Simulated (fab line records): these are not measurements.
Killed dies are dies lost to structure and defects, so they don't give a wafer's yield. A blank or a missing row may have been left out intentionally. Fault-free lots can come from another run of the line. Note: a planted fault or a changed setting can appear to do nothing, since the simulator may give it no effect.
Split-lot experiment | flow berkeley-cmos170 | 23 wafers read from 5 lots, route of 331 steps

== THE SPLIT ITSELF ==
At UCB170_ACTIVE_COAT_08 (resist thk 900 nm), the setting resist-thk-nm was moved away from the recipe's 900 nm on 10 of the 23 wafers read, by -5.1% to +5.2%. The other wafers ran this setting at the recipe's value.

The reading comes from the split's own step.

== THE READING ==
KrF_of_ACTIVE_COAT_08.thk-nm (the simulator's own value, which no gauge read), in nm, at UCB170_ACTIVE_COAT_08 (resist thk 900 nm). The file does not state a usual value for it. Here, 13 wafers ran the recipe; their average is 900.0 nm with a standard deviation of 1.8 nm.

wafer  | tool, chamber at the split | resist-thk-nm as run, nm | against the recipe | KrF_of_ACTIVE_COAT_08.thk-nm, nm | against lot-mates on the recipe
L074.1 | litho-track-03, 0          | 863.2                    | -4.1%              | 865.4                            | -35.4
L074.2 | litho-track-03, 0          | 863.2                    | -4.1%              | 864.9                            | -35.9
L074.4 | litho-track-03, 0          | 863.2                    | -4.1%              | 862.9                            | -37.9
L074.5 | litho-track-03, 0          | 900                      | recipe             | 899.1                            | -
L074.6 | litho-track-03, 0          | 900                      | recipe             | 902.4                            | -
L075.1 | litho-track-01, 0          | 946.6                    | +5.2%              | 946.3                            | +47.3
L075.2 | litho-track-01, 0          | 900                      | recipe             | 897.9                            | -
L075.3 | litho-track-01, 0          | 946.6                    | +5.2%              | 946.7                            | +47.7
L075.4 | litho-track-01, 0          | 900                      | recipe             | 898.4                            | -
L075.5 | litho-track-01, 0          | 900                      | recipe             | 900.7                            | -
L076.2 | litho-track-04, 0          | 900                      | recipe             | 903.9                            | -
L076.3 | litho-track-04, 0          | 900                      | recipe             | 899.7                            | -
L076.6 | litho-track-04, 0          | 900                      | recipe             | 900.3                            | -
L079.1 | litho-track-04, 0          | 900                      | recipe             | 898.5                            | -
L079.3 | litho-track-04, 0          | 854.2                    | -5.1%              | 852                              | -48.0
L079.4 | litho-track-04, 0          | 854.2                    | -5.1%              | 853.1                            | -46.9
L079.5 | litho-track-04, 0          | 900                      | recipe             | 899.7                            | -
L079.6 | litho-track-04, 0          | 900                      | recipe             | 901.8                            | -
L082.1 | litho-track-01, 0          | 917.4                    | +1.9%              | 915.8                            | +16.8
L082.2 | litho-track-01, 0          | 917.4                    | +1.9%              | 918.8                            | +19.8
L082.3 | litho-track-01, 0          | 900                      | recipe             | 900.1                            | -
L082.4 | litho-track-01, 0          | 900                      | recipe             | 897.8                            | -
L082.5 | litho-track-01, 0          | 917.4                    | +1.9%              | 917.4                            | +18.4

THE FIT
A straight line over all 23 wafers: KrF_of_ACTIVE_COAT_08.thk-nm changes by +9 nm for each +1% of resist-thk-nm; r = +1.00; the points scatter about the line by 1.7 nm.
The same after taking each lot's own level away (the mean of its wafers on the recipe; 23 wafers): +9.16 nm for each +1%; r = +1.00; scatter 1.4 nm.
On that fit, the largest move of resist-thk-nm shifts the reading by 47 nm.
The lots' own levels span 898.95 to 901.30 nm, that is 1.3 times the standard deviation above.
The two slopes agree, so the slope changes little with the lot-to-lot level.
Check: +47.7 nm against its lot-mates is what the line predicts for one of the wafers moved furthest among these (+5.2%) when that wafer is left out of the fit. It came out at +47.3 nm against them.

== THE OTHER SPLITS THESE WAFERS WENT THROUGH ==
Other splits were also applied to these wafers ahead of the reading. Each is held against what the fit with the lots' levels taken away leaves over:
other split on the same wafers     | wafers away from the commonest value | r with KrF_of_ACTIVE_COAT_08.thk-nm (lot level and that fit taken away)
UCB170_NWELL_IMPLANT_14 energy-kev | 7                                    | -0.02
UCB170_PWELL_CVD_05 temp-c         | 18                                   | -0.20

== THE FILE'S OWN FIT ==
KrF_of_ACTIVE_COAT_08.thk-nm changes by +9.18 nm for each +1% of resist-thk-nm, r = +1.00.
